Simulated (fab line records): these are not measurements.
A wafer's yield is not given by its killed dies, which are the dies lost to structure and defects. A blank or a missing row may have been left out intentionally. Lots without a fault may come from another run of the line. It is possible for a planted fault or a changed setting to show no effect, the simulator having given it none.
fab line records    flow rit-cmos
record: lots: 5  wafers: 15  last-day: 6
route steps=202 shown SILICIDE@163 CONTACT@168 M1@184
lots that met no fault: taken from a fault-free run of the same line
start-h: hours from the record's opening day to when the first of the lot's shown wafers began    wait-h: hours since the lot's step before    " unchanged from the row above    L1.1+2: several wafers, shown together as one row    - no value, or no start was given    * or withheld: withheld    < > ~ a bound
route shown NAME@n: NAME is a module with steps in the file, n the number in the route of the first one    usual: mean/standard deviation taken from wafers without a fault    same: alike in all rows    chamber/n: place in a boat    sites: each site's reading    _std_site: their standard deviation    _edge_site: inner sites' mean taken away from outer sites' mean    radius-mm: for every site, how far away it sits from the centre of the wafer    mask NAME#n: copy n    behind: tool/chamber where the wafer was last shaped    hold: what put the lot on hold/how long, in hours/how the hold closed    device: which transistor (n, p or np) failed to switch    end of line: tests of these same wafers at the route's end    step lacking rows: just its recipe    killed: dies that structure and defects cost at the first sort, which is not the same as the wafer's yield    map: a wafer's dies, marking killed ones x, the rest . and places with no die _
set.NAME: the setting the step ran with; set.NAME@STEP: the setting that earlier step ran with    model.NAME: the simulator's own value behind a step, which no gauge read
lots seen at some steps along the route; tables by step, rows by wafer
services: a tool's chamber out of use, with start hour (start-h, from the record's first day; less than 0 if before it), hours out, and reason
== steps ==
step: RIT_SILICIDE_RS_MEAS_02
recipe: thk-meas-gauge: four-point-probe  reads: Ti_of_SILICIDE_SPUTTER_01
usual: SILICIDE_TI_RS: 48.0/0.76
lot.wafer  tool           chamber  start-h  wait-h  SILICIDE_TI_RS[ohm/sq]
L077.3     film-metro-02  -        65.28    0.1     48.2
L077.4     "              -        "        "       47.6
L077.6     "              -        "        "       48.9
L080.2     film-metro-02  -        79.57    0.1     48.4
L080.4     "              -        "        "       48.1
L080.5     "              -        "        "       48.7
L082.1     film-metro-02  -        90.78    0.1     46.7
L082.2     "              -        "        "       46.8
L082.5     "              -        "        "       46.6
L084.1     film-metro-03  -        101.35   0.1     48.6
L084.3     "              -        "        "       49.2
L084.6     "              -        "        "       48.9
L093.1     film-metro-02  -        146.29   0.1     47.8
L093.2     "              -        "        "       48.0
L093.6     "              -        "        "       47.7
step: RIT_SILICIDE_THK_MEAS_03
recipe: thk-meas-gauge: xrf  reads: Ti_of_SILICIDE_SPUTTER_01
usual: SILICIDE_TI_THK: 29.7/0.38
lot.wafer  tool           chamber  start-h  wait-h  SILICIDE_TI_THK[nm]
L077.3     film-metro-02  -        65.38    0.1     29.7
L077.4     "              -        "        "       29.8
L077.6     "              -        "        "       29.3
L080.2     film-metro-02  -        79.68    0.1     29.5
L080.4     "              -        "        "       29.7
L080.5     "              -        "        "       29.3
L082.1     film-metro-02  -        90.90    0.1     30.3
L082.2     "              -        "        "       30.3
L082.5     "              -        "        "       30.3
L084.1     film-metro-03  -        101.47   0.1     29.3
L084.3     "              -        "        "       29.1
L084.6     "              -        "        "       29.1
L093.1     film-metro-02  -        146.41   0.1     29.6
L093.2     "              -        "        "       29.5
L093.6     "              -        "        "       29.6
step: RIT_SILICIDE_RTA_04
recipe: temp-c: 650  time-s: 10  idle-temp-c: 25  ramp-up-s: 5  ramp-down-s: 5  cool-to-c: 25  ambient: N2
usual: wafer_temp_C_max: 654.1/1.1
lot.wafer  tool           chamber  start-h  wait-h  wafer_temp_C_max
L077.3     rtp-anneal-01  0        65.44    0.1     656.1
L077.4     "              0        "        "       653.8
L077.6     "              0        "        "       655.8
L080.2     rtp-anneal-02  0        79.74    0.1     653.2
L080.4     "              0        "        "       654.4
L080.5     "              0        "        "       653.5
L082.1     rtp-anneal-02  0        90.96    0.1     652.9
L082.2     "              0        "        "       653.3
L082.5     "              0        "        "       653.1
L084.1     rtp-anneal-02  0        101.53   0.1     652.5
L084.3     "              0        "        "       653.3
L084.6     "              0        "        "       654.4
L093.1     rtp-anneal-01  0        146.47   0.1     654.3
L093.2     "              0        "        "       655.7
L093.6     "              0        "        "       653.9
step: RIT_SILICIDE_WET_ETCH_05
recipe: chemistry: SPM  target: Ti  temp-c: 90  time-s: 120  dry: n2-spin
usual: bath-heat-duty-pct: 14.1/1.6
lot.wafer  tool          chamber  start-h  wait-h  bath-heat-duty-pct
L077.3     wet-bench-04  3        65.48    0.0     13.3
L077.4     "             3        "        "       15.1
L077.6     "             3        "        "       14.0
L080.2     wet-bench-03  2        79.79    0.0     12.3
L080.4     "             2        "        "       12.6
L080.5     "             2        "        "       12.6
L082.1     wet-bench-02  2        91.03    0.1     13.3
L082.2     "             2        "        "       14.4
L082.5     "             2        "        "       13.8
L084.1     wet-bench-03  0        101.60   0.1     14.1
L084.3     "             0        "        "       14.8
L084.6     "             0        "        "       12.4
L093.1     wet-bench-04  0        146.54   0.1     16.7
L093.2     "             0        "        "       18.4
L093.6     "             0        "        "       16.4
step: RIT_SILICIDE_RTA_06
recipe: temp-c: 750  time-s: 10  idle-temp-c: 25  ramp-up-s: 5  ramp-down-s: 10  cool-to-c: 25  ambient: N2
usual: wafer_temp_C_max: 754.8/1.2
lot.wafer  tool           chamber  start-h  wait-h  wafer_temp_C_max
L077.3     rtp-anneal-02  0        65.55    0.0     752.7
L077.4     "              0        "        "       753.6
L077.6     "              0        "        "       753.8
L080.2     rtp-anneal-01  0        79.85    0.0     755.5
L080.4     "              0        "        "       755.1
L080.5     "              0        "        "       756.5
L082.1     rtp-anneal-01  0        91.07    0.0     755.1
L082.2     "              0        "        "       755.2
L082.5     "              0        "        "       754.6
L084.1     rtp-anneal-01  0        101.64   0.0     754.4
L084.3     "              0        "        "       756.4
L084.6     "              0        "        "       754.3
L093.1     rtp-anneal-02  0        146.58   0.0     753.9
L093.2     "              0        "        "       753.0
L093.6     "              0        "        "       753.9
step: RIT_CONTACT_CVD_00
recipe: material: SiO2  target-thk-nm: 400  precursor: TEOS  temp-c: 390  time-s: 61  rf-w: 400
usual: heater-power-w: 323/81
lot.wafer  tool      chamber  start-h  wait-h  heater-power-w
L077.3     pecvd-03  0        65.59    0.0     259
L077.4     "         1        "        "       339
L077.6     "         2        "        "       559
L080.2     pecvd-03  0        79.90    0.0     268
L080.4     "         1        "        "       349
L080.5     "         2        "        "       447
L082.1     pecvd-02  2        91.14    0.1     356
L082.2     "         0        "        "       320
L082.5     "         1        "        "       268
L084.1     pecvd-04  1        101.71   0.1     364
L084.3     "         2        "        "       204
L084.6     "         0        "        "       318
L093.1     pecvd-04  0        146.64   0.1     326
L093.2     "         1        "        "       303
L093.6     "         0        "        "       337
step: RIT_CONTACT_THK_MEAS_01
recipe: reads: SiO2_of_CONTACT_CVD_00
usual: CONTACT_TEOS_THK: 399/4.9
lot.wafer  tool           chamber  start-h  wait-h  CONTACT_TEOS_THK[nm]
L077.3     film-metro-03  -        65.66    0.0     394
L077.4     "              -        "        "       402
L077.6     "              -        "        "       403
L080.2     film-metro-01  -        79.96    0.0     393
L080.4     "              -        "        "       400
L080.5     "              -        "        "       401
L082.1     film-metro-03  -        91.19    0.0     406
L082.2     "              -        "        "       401
L082.5     "              -        "        "       408
L084.1     film-metro-01  -        101.76   0.0     397
L084.3     "              -        "        "       388
L084.6     "              -        "        "       404
L093.1     film-metro-01  -        146.70   0.0     403
L093.2     "              -        "        "       402
L093.6     "              -        "        "       409
step: RIT_CONTACT_HMDS_02
recipe: prime-time-s: 60  prime-temp-c: 140
usual: prime-temp-c: 140.03/0.14
lot.wafer  tool            chamber  start-h  wait-h  prime-temp-c
L077.3     litho-track-03  0        65.75    0.1     140.03
L077.4     "               0        "        "       140.03
L077.6     "               0        "        "       140.06
L080.2     litho-track-01  0        80.04    0.1     139.92
L080.4     "               0        "        "       139.85
L080.5     "               0        "        "       140.01
L082.1     litho-track-01  0        91.25    0.1     140.06
L082.2     "               0        "        "       140.13
L082.5     "               0        "        "       140.02
L084.1     litho-track-03  0        101.82   0.1     140.01
L084.3     "               0        "        "       139.97
L084.6     "               0        "        "       140.25
L093.1     litho-track-04  0        146.76   0.1     139.89
L093.2     "               0        "        "       140.02
L093.6     "               0        "        "       140.15
step: RIT_CONTACT_COAT_03
recipe: resist: NOVOLAK  spin-rpm: 3250  resist-thk-nm: 1000
lot.wafer   tool            chamber  start-h  wait-h
L077.3+4+6  litho-track-03  0        65.90    0.1
L080.2+4+5  litho-track-01  0        80.19    0.1
L082.1+2+5  litho-track-01  0        91.40    0.1
L084.1+3+6  litho-track-03  0        101.97   0.1
L093.1+2+6  litho-track-04  0        146.91   0.1
step: RIT_CONTACT_SOFTBAKE_04
recipe: resist: NOVOLAK  temp-c: 90  time-s: 60
usual: heater-power-total-W: 34.57/0.05
lot.wafer  tool            chamber  start-h  wait-h  heater-power-total-W
L077.3     litho-track-03  0        66.05    0.1     34.54
L077.4     "               0        "        "       34.65
L077.6     "               0        "        "       34.52
L080.2     litho-track-01  0        80.34    0.1     34.63
L080.4     "               0        "        "       34.64
L080.5     "               0        "        "       34.56
L082.1     litho-track-01  0        91.55    0.1     34.53
L082.2     "               0        "        "       34.70
L082.5     "               0        "        "       34.55
L084.1     litho-track-03  0        102.12   0.1     34.59
L084.3     "               0        "        "       34.61
L084.6     "               0        "        "       34.61
L093.1     litho-track-04  0        147.06   0.1     34.60
L093.2     "               0        "        "       34.64
L093.6     "               0        "        "       34.46
step: RIT_CONTACT_EXPOSE_05
recipe: mask-id: M11  na: 0.6  source-shape: conventional  sigma-outer: 0.5  target-cd-nm: 1000  dose-mj: 250
usual: reticle-temp-C: 23.00/0.11
lot.wafer  tool              chamber  start-h  wait-h  mask   reticle-temp-C
L077.3     iline-stepper-02  0        66.19    0.1     M11#0  23.01
L077.4     "                 0        "        "       M11#0  23.13
L077.6     "                 0        "        "       M11#0  23.12
L080.2     iline-stepper-02  0        80.48    0.1     M11#0  23.13
L080.4     "                 0        "        "       M11#0  23.02
L080.5     "                 0        "        "       M11#0  23.10
L082.1     iline-stepper-02  0        91.70    0.1     M11#0  23.03
L082.2     "                 0        "        "       M11#0  23.05
L082.5     "                 0        "        "       M11#0  22.88
L084.1     iline-stepper-02  0        102.27   0.1     M11#0  23.02
L084.3     "                 0        "        "       M11#0  23.00
L084.6     "                 0        "        "       M11#0  23.00
L093.1     iline-stepper-02  0        147.33   0.2     M11#0  22.82
L093.2     "                 0        "        "       M11#0  22.95
L093.6     "                 0        "        "       M11#0  22.63
step: RIT_CONTACT_PEB_06
recipe: resist: NOVOLAK  temp-c: withheld  time-s: withheld
lot.wafer   tool            chamber  start-h  wait-h
L077.3+4+6  litho-track-01  0        66.36    0.1
L080.2+4+5  litho-track-04  0        80.61    0.1
L082.1+2+5  litho-track-01  0        91.81    0.1
L084.1+3+6  litho-track-03  0        102.38   0.1
L093.1+2+6  litho-track-04  0        147.45   0.1
step: RIT_CONTACT_DEVELOP_07
recipe: resist: NOVOLAK  develop-time-s: 120  dev-temp-c: 23
lot.wafer   tool            chamber  start-h  wait-h
L077.3+4+6  litho-track-01  0        -        -
L080.2+4+5  litho-track-04  0        -        -
L082.1+2+5  litho-track-01  0        -        -
L084.1+3+6  litho-track-03  0        -        -
L093.1+2+6  litho-track-04  0        -        -
step: RIT_CONTACT_CD_MEAS_08
recipe: target-cd-nm: 1000
usual: cd-nm: 999.3/2.3
lot.wafer  tool       chamber  start-h  wait-h  cd-nm
L077.3     cd-sem-02  -        66.75    -       997.1
L077.4     "          -        "        "       996.7
L077.6     "          -        "        "       996.4
L080.2     cd-sem-02  -        81.00    -       999.1
L080.4     "          -        "        "       999.1
L080.5     "          -        "        "       998.9
L082.1     cd-sem-02  -        92.21    -       1002.7
L082.2     "          -        "        "       1002.7
L082.5     "          -        "        "       1001.4
L084.1     cd-sem-01  -        102.78   -       1003.1
L084.3     "          -        "        "       1005.4
L084.6     "          -        "        "       1002.1
L093.1     cd-sem-02  -        147.85   -       999.1
L093.2     "          -        "        "       999.2
L093.6     "          -        "        "       998.0
step: RIT_CONTACT_OVL_MEAS_09
usual: CONTACT_OVL: -0.2/1.4
lot.wafer  tool        chamber  start-h  wait-h  CONTACT_OVL[nm]
L077.3     overlay-01  -        66.84    0.1     -0.4
L077.4     "           -        "        "       0.2
L077.6     "           -        "        "       -0.4
L080.2     overlay-02  -        81.11    0.1     -2.5
L080.4     "           -        "        "       -3.1
L080.5     "           -        "        "       -3.2
L082.1     overlay-01  -        92.33    0.1     0.8
L082.2     "           -        "        "       0.8
L082.5     "           -        "        "       1.2
L084.1     overlay-01  -        102.90   0.1     -0.7
L084.3     "           -        "        "       -1.1
L084.6     "           -        "        "       -2.5
L093.1     overlay-01  -        147.97   0.1     -2.0
L093.2     "           -        "        "       -0.7
L093.6     "           -        "        "       1.3
step: RIT_CONTACT_HARDBAKE_10
recipe: resist: NOVOLAK  temp-c: 140  time-s: 60
usual: heater-power-total-W: 62.55/0.052
lot.wafer  tool            chamber  start-h  wait-h  heater-power-total-W
L077.3     litho-track-01  0        67.05    0.2     62.52
L077.4     "               0        "        "       62.52
L077.6     "               0        "        "       62.55
L080.2     litho-track-01  0        81.16    0.0     62.50
L080.4     "               0        "        "       62.59
L080.5     "               0        "        "       62.55
L082.1     litho-track-03  0        92.37    0.0     62.56
L082.2     "               0        "        "       62.59
L082.5     "               0        "        "       62.56
L084.1     litho-track-03  0        102.94   0.0     62.56
L084.3     "               0        "        "       62.56
L084.6     "               0        "        "       62.56
L093.1     litho-track-03  0        148.00   0.0     62.64
L093.2     "               0        "        "       62.54
L093.6     "               0        "        "       62.42
step: RIT_CONTACT_ETCH_11
recipe: target-depth-a: 4800  over-etch-frac: 0.2  stop-on: TiSi2  chemistry: CHF3/CF4/Ar  target: SiO2  CHF3_flow_sccm: 50  cf4-flow-sccm: 10  Ar_flow_sccm: 100  O2_flow_sccm: 5  pressure-mtorr: 100  rf-w: 200  time-s: 320
usual: drypump-motor-current-A: 5.5/0.39  oes-product-au: 0.982/0.013  throttle-valve-pct: 8.89/0.13
lot.wafer  tool         chamber  start-h  wait-h  drypump-motor-current-A  oes-product-au  rf-hours-counter-h  throttle-valve-pct
L077.3     rie-diel-04  1        67.15    0.1     5.3                      1.002           2                   8.96
L077.4     "            2        "        "       5.6                      0.983           12                  8.93
L077.6     "            3        "        "       5.8                      0.978           -                   8.65
L080.2     rie-diel-02  2        81.29    0.1     5.6                      0.995           113                 8.67
L080.4     "            0        "        "       5.8                      0.965           140                 8.89
L080.5     "            3        "        "       5.2                      0.972           -                   9.10
L082.1     rie-diel-02  2        92.52    0.1     5.6                      0.995           113                 8.67
L082.2     "            3        "        "       5.3                      0.963           117                 9.12
L082.5     "            2        "        "       5.6                      0.987           -                   8.67
L084.1     rie-diel-04  1        103.09   0.1     5.3                      0.992           3                   8.96
L084.3     "            3        "        "       5.8                      0.966           43                  8.63
L084.6     "            0        "        "       6.4                      1.008           -                   8.97
L093.1     rie-diel-04  0        148.15   0.1     6.3                      1.018           8                   8.95
L093.2     "            3        "        "       5.7                      0.976           44                  8.64
L093.6     "            1        "        "       5.3                      0.996           -                   8.95
step: RIT_CONTACT_STRIP_12
recipe: chemistry: O2  time-s: 180  resist: NOVOLAK  platen-temp-c: withheld  power-w: 500  pressure-mtorr: 4000  o2-flow-sccm: 4000
usual: drypump-motor-current-A: 5.7/0.54
lot.wafer  tool             chamber  start-h  wait-h  drypump-motor-current-A  rf-hours-counter-h
L077.3     plasma-asher-04  1        67.41    0.2     6.3                      -
L077.4     "                0        "        "       6.3                      -
L077.6     "                0        "        "       6.3                      -
L080.2     plasma-asher-01  1        81.48    0.1     4.9                      29
L080.4     "                1        "        "       4.9                      -
L080.5     "                0        "        "       5.7                      -
L082.1     plasma-asher-01  0        92.72    0.1     5.7                      30
L082.2     "                1        "        "       4.9                      30
L082.5     "                1        "        "       4.9                      -
L084.1     plasma-asher-04  1        103.29   0.1     6.3                      49
L084.3     "                0        "        "       6.3                      -
L084.6     "                0        "        "       6.3                      -
L093.1     plasma-asher-02  1        148.35   0.1     5.5                      3
L093.2     "                0        "        "       5.4                      3
L093.6     "                0        "        "       5.4                      -
step: RIT_CONTACT_CD_MEAS_90
recipe: target-cd-nm: 1000
usual: cd-nm: 999.2/2.3
lot.wafer  tool       chamber  start-h  wait-h  cd-nm
L077.3     cd-sem-02  -        67.56    0.1     996.9
L077.4     "          -        "        "       996.4
L077.6     "          -        "        "       996.5
L080.2     cd-sem-02  -        81.68    0.1     999.0
L080.4     "          -        "        "       999.4
L080.5     "          -        "        "       1000.0
L082.1     cd-sem-01  -        92.89    0.1     1001.9
L082.2     "          -        "        "       1002.6
L082.5     "          -        "        "       1000.9
L084.1     cd-sem-02  -        103.46   0.1     1003.3
L084.3     "          -        "        "       1005.4
L084.6     "          -        "        "       1002.6
L093.1     cd-sem-02  -        148.52   0.1     999.1
L093.2     "          -        "        "       998.7
L093.6     "          -        "        "       998.4
step: RIT_CONTACT_CLEAN_13
recipe: chemistry: SC1  mix: 3:3:50  time-s: 600  temp-c: 75
usual: bath-heat-duty-pct: 14.9/1.1
lot.wafer  tool          chamber  start-h  wait-h  bath-heat-duty-pct
L077.3     wet-bench-01  3        67.64    0.1     13.6
L077.4     "             3        "        "       14.0
L077.6     "             3        "        "       14.0
L080.2     wet-bench-01  1        81.78    0.1     13.8
L080.4     "             1        "        "       14.6
L080.5     "             1        "        "       14.2
L082.1     wet-bench-01  1        93.01    0.1     14.7
L082.2     "             1        "        "       15.4
L082.5     "             1        "        "       13.8
L084.1     wet-bench-03  1        103.58   0.1     15.4
L084.3     "             1        "        "       14.4
L084.6     "             1        "        "       16.1
L093.1     wet-bench-03  1        148.64   0.1     15.3
L093.2     "             1        "        "       13.9
L093.6     "             1        "        "       15.5
step: RIT_CONTACT_CLEAN_14
recipe: chemistry: SC2  mix: 3:3:50  time-s: 600  temp-c: 75  dry: n2-spin
usual: bath-heat-duty-pct: 15.1/1.2
lot.wafer  tool          chamber  start-h  wait-h  bath-heat-duty-pct
L077.3     wet-bench-03  0        67.84    0.0     16.6
L077.4     "             0        "        "       17.8
L077.6     "             0        "        "       16.6
L080.2     wet-bench-02  1        81.95    0.0     15.0
L080.4     "             1        "        "       15.3
L080.5     "             1        "        "       15.9
L082.1     wet-bench-02  0        93.19    0.0     16.4
L082.2     "             0        "        "       14.2
L082.5     "             0        "        "       16.1
L084.1     wet-bench-01  3        103.76   0.0     13.6
L084.3     "             3        "        "       12.9
L084.6     "             3        "        "       13.7
L093.1     wet-bench-01  2        148.82   0.0     13.9
L093.2     "             2        "        "       14.4
L093.6     "             2        "        "       14.4
step: RIT_M1_SPUTTER_00
recipe: material: Al  target-thk-nm: 400  power-w: 2000  chamber-pressure-pa: 0.4  gas: Ar  time-s: 500  substrate-temp-c: 25
usual: throttle-valve-pct: 29.9/0.9
lot.wafer  tool            chamber  start-h  wait-h  throttle-valve-pct
L077.3     pvd-sputter-03  -        68.01    0.0     29.1
L077.4     "               -        "        "       28.9
L077.6     "               -        "        "       29.8
L080.2     pvd-sputter-01  -        82.13    0.0     28.3
L080.4     "               -        "        "       30.0
L080.5     "               -        "        "       31.0
L082.1     pvd-sputter-01  -        93.36    0.0     30.0
L082.2     "               -        "        "       28.4
L082.5     "               -        "        "       31.0
L084.1     pvd-sputter-01  -        103.93   0.0     28.2
L084.3     "               -        "        "       30.7
L084.6     "               -        "        "       28.0
L093.1     pvd-sputter-01  -        149.01   0.0     27.9
L093.2     "               -        "        "       30.3
L093.6     "               -        "        "       31.0
step: RIT_M1_RS_MEAS_01
recipe: thk-meas-gauge: four-point-probe  reads: Al_of_M1_SPUTTER_00
usual: M1_AL_RS: 0.0736/0.00065
lot.wafer  tool           chamber  start-h  wait-h  M1_AL_RS[ohm/sq]
L077.3     film-metro-04  -        68.34    0.2     0.0733
L077.4     "              -        "        "       0.0733
L077.6     "              -        "        "       0.0728
L080.2     film-metro-04  -        82.44    0.2     0.0733
L080.4     "              -        "        "       0.0728
L080.5     "              -        "        "       0.0729
L082.1     film-metro-03  -        93.65    0.1     0.0736
L082.2     "              -        "        "       0.0747
L082.5     "              -        "        "       0.0742
L084.1     film-metro-04  -        104.22   0.1     0.0746
L084.3     "              -        "        "       0.0739
L084.6     "              -        "        "       0.0746
L093.1     film-metro-01  -        149.30   0.1     0.0728
L093.2     "              -        "        "       0.0711
L093.6     "              -        "        "       0.0733
step: RIT_M1_THK_MEAS_02
recipe: thk-meas-gauge: xrf  reads: Al_of_M1_SPUTTER_00
usual: M1_AL_THK: 405/3.9
lot.wafer  tool           chamber  start-h  wait-h  M1_AL_THK[nm]
L077.3     film-metro-04  -        68.44    0.1     408
L077.4     "              -        "        "       408
L077.6     "              -        "        "       409
L080.2     film-metro-04  -        82.55    0.1     406
L080.4     "              -        "        "       407
L080.5     "              -        "        "       408
L082.1     film-metro-03  -        93.77    0.1     400
L082.2     "              -        "        "       396
L082.5     "              -        "        "       401
L084.1     film-metro-04  -        104.34   0.1     398
L084.3     "              -        "        "       404
L084.6     "              -        "        "       401
L093.1     film-metro-01  -        149.42   0.1     413
L093.2     "              -        "        "       422
L093.6     "              -        "        "       409
step: RIT_M1_HMDS_03
recipe: prime-time-s: 60  prime-temp-c: 140
usual: prime-temp-c: 139.97/0.15
lot.wafer  tool            chamber  start-h  wait-h  prime-temp-c
L077.3     litho-track-03  0        68.53    0.1     139.92
L077.4     "               0        "        "       139.94
L077.6     "               0        "        "       140.01
L080.2     litho-track-03  0        82.63    0.1     140.20
L080.4     "               0        "        "       140.12
L080.5     "               0        "        "       140.02
L082.1     litho-track-04  0        93.83    0.1     140.09
L082.2     "               0        "        "       139.92
L082.5     "               0        "        "       139.97
L084.1     litho-track-03  0        104.40   0.1     139.89
L084.3     "               0        "        "       140.02
L084.6     "               0        "        "       140.17
L093.1     litho-track-03  0        149.48   0.1     140.03
L093.2     "               0        "        "       139.97
L093.6     "               0        "        "       140.00
step: RIT_M1_COAT_04
recipe: resist: NOVOLAK  spin-rpm: 2000  resist-thk-nm: 1300
lot.wafer   tool            chamber  start-h  wait-h
L077.3+4+6  litho-track-03  0        68.68    0.1
L080.2+4+5  litho-track-03  0        82.78    0.1
L082.1+2+5  litho-track-04  0        93.98    0.1
L084.1+3+6  litho-track-03  0        104.55   0.1
L093.1+2+6  litho-track-03  0        149.63   0.1
step: RIT_M1_SOFTBAKE_05
recipe: resist: NOVOLAK  temp-c: 90  time-s: 60
usual: heater-power-total-W: 34.56/0.048
lot.wafer  tool            chamber  start-h  wait-h  heater-power-total-W
L077.3     litho-track-03  0        68.83    0.1     34.57
L077.4     "               0        "        "       34.50
L077.6     "               0        "        "       34.56
L080.2     litho-track-03  0        82.93    0.1     34.61
L080.4     "               0        "        "       34.60
L080.5     "               0        "        "       34.57
L082.1     litho-track-04  0        94.13    0.1     34.60
L082.2     "               0        "        "       34.61
L082.5     "               0        "        "       34.55
L084.1     litho-track-03  0        104.70   0.1     34.57
L084.3     "               0        "        "       34.55
L084.6     "               0        "        "       34.54
L093.1     litho-track-03  0        149.78   0.1     34.61
L093.2     "               0        "        "       34.55
L093.6     "               0        "        "       34.55
step: RIT_M1_EXPOSE_06
recipe: mask-id: M12  na: 0.6  source-shape: conventional  sigma-outer: 0.5  target-cd-nm: 2600  dose-mj: 250
usual: reticle-temp-C: 23.00/0.11
lot.wafer  tool              chamber  start-h  wait-h  mask   reticle-temp-C
L077.3     iline-stepper-01  0        69.10    0.2     M12#0  22.80
L077.4     "                 0        "        "       M12#0  22.87
L077.6     "                 0        "        "       M12#0  22.94
L080.2     iline-stepper-01  0        83.07    0.1     M12#0  23.18
L080.4     "                 0        "        "       M12#0  23.09
L080.5     "                 0        "        "       M12#0  23.05
L082.1     iline-stepper-01  0        94.28    0.1     M12#0  23.13
L082.2     "                 0        "        "       M12#0  22.99
L082.5     "                 0        "        "       M12#0  22.92
L084.1     iline-stepper-01  0        104.85   0.1     M12#0  23.01
L084.3     "                 0        "        "       M12#0  22.94
L084.6     "                 0        "        "       M12#0  22.94
L093.1     iline-stepper-01  0        150.06   0.2     M12#0  22.71
L093.2     "                 0        "        "       M12#0  22.93
L093.6     "                 0        "        "       M12#0  22.93
step: RIT_M1_PEB_07
recipe: resist: NOVOLAK  temp-c: withheld  time-s: withheld
lot.wafer   tool            chamber  start-h  wait-h
L077.3+4+6  litho-track-04  0        69.23    0.1
L080.2+4+5  litho-track-03  0        83.19    0.1
L082.1+2+5  litho-track-02  0        94.40    0.1
L084.1+3+6  litho-track-02  0        104.97   0.1
L093.1+2+6  litho-track-03  0        150.17   0.1
step: RIT_M1_DEVELOP_08
recipe: resist: NOVOLAK  develop-time-s: 68  dev-temp-c: 23
lot.wafer   tool            chamber  start-h  wait-h
L077.3+4+6  litho-track-04  0        -        -
L080.2+4+5  litho-track-03  0        -        -
L082.1+2+5  litho-track-02  0        -        -
L084.1+3+6  litho-track-02  0        -        -
L093.1+2+6  litho-track-03  0        -        -
step: RIT_M1_CD_MEAS_09
recipe: target-cd-nm: 2600
usual: cd-nm: 2599.9/2.3
lot.wafer  tool       chamber  start-h  wait-h  cd-nm
L077.3     cd-sem-01  -        69.53    -       2597.8
L077.4     "          -        "        "       2598.7
L077.6     "          -        "        "       2600.0
L080.2     cd-sem-02  -        83.50    -       2598.3
L080.4     "          -        "        "       2599.4
L080.5     "          -        "        "       2597.4
L082.1     cd-sem-02  -        94.71    -       2596.5
L082.2     "          -        "        "       2599.7
L082.5     "          -        "        "       2598.5
L084.1     cd-sem-02  -        105.28   -       2604.8
L084.3     "          -        "        "       2604.0
L084.6     "          -        "        "       2602.4
L093.1     cd-sem-02  -        150.49   -       2600.3
L093.2     "          -        "        "       2600.0
L093.6     "          -        "        "       2597.8
step: RIT_M1_OVL_MEAS_10
usual: M1_OVL: -0.4/1.4
lot.wafer  tool        chamber  start-h  wait-h  M1_OVL[nm]
L077.3     overlay-02  -        69.62    0.1     -0.9
L077.4     "           -        "        "       -1.6
L077.6     "           -        "        "       -1.4
L080.2     overlay-02  -        83.61    0.1     -2.0
L080.4     "           -        "        "       -0.1
L080.5     "           -        "        "       -0.7
L082.1     overlay-02  -        94.83    0.1     1.5
L082.2     "           -        "        "       1.8
L082.5     "           -        "        "       1.1
L084.1     overlay-01  -        105.40   0.1     -2.0
L084.3     "           -        "        "       1.6
L084.6     "           -        "        "       -0.2
L093.1     overlay-02  -        150.61   0.1     -1.6
L093.2     "           -        "        "       -1.7
L093.6     "           -        "        "       -2.0
step: RIT_M1_HARDBAKE_11
recipe: resist: NOVOLAK  temp-c: 140  time-s: 120
usual: heater-power-total-W: 52.03/0.063
lot.wafer  tool            chamber  start-h  wait-h  heater-power-total-W
L077.3     litho-track-03  0        69.84    0.2     52.01
L077.4     "               0        "        "       52.06
L077.6     "               0        "        "       52.12
L080.2     litho-track-03  0        83.83    0.2     51.95
L080.4     "               0        "        "       52.02
L080.5     "               0        "        "       51.96
L082.1     litho-track-03  0        94.87    0.0     51.95
L082.2     "               0        "        "       52.16
L082.5     "               0        "        "       51.98
L084.1     litho-track-04  0        105.63   0.2     52.00
L084.3     "               0        "        "       51.88
L084.6     "               0        "        "       52.13
L093.1     litho-track-03  0        150.64   0.0     51.95
L093.2     "               0        "        "       52.06
L093.6     "               0        "        "       52.08
== services ==
tool              chamber  start-h  hours  kind
iline-stepper-01  -        46.49    21.0   repair
pvd-sputter-01    -        52.04    1.8    repair
pvd-sputter-01    -        54.21    5.4    repair
pecvd-02          -        66.12    2.8    pm
iline-stepper-02  -        67.48    2.1    pm
rie-diel-04       -        67.93    1.0    repair
iline-stepper-02  -        69.57    -      consumable-replace:lamp
rie-diel-04       -        73.75    15.6   pm
iline-stepper-01  -        85.88    1.7    pm
pecvd-04          -        91.57    3.2    repair
rie-diel-02       1        97.48    7.5    repair
plasma-asher-01   -        98.37    0.4    repair
plasma-asher-01   -        103.03   2.8    pm
rie-diel-02       1        105.38   5.0    repair
pecvd-02          2        106.41   13.7   repair
plasma-asher-02   -        108.75   9.0    pm
plasma-asher-02   0        108.75   9.0    vent-cycle
iline-stepper-01  -        117.26   2.1    pm
iline-stepper-01  -        119.34   -      consumable-replace:lamp
iline-stepper-02  -        119.34   1.7    pm
rie-diel-02       3        124.14   9.1    repair
plasma-asher-04   -        125.04   2.2    repair
pvd-sputter-03    -        136.90   1.7    repair
pecvd-03          1        141.66   5.8    repair
== key ==
fault none
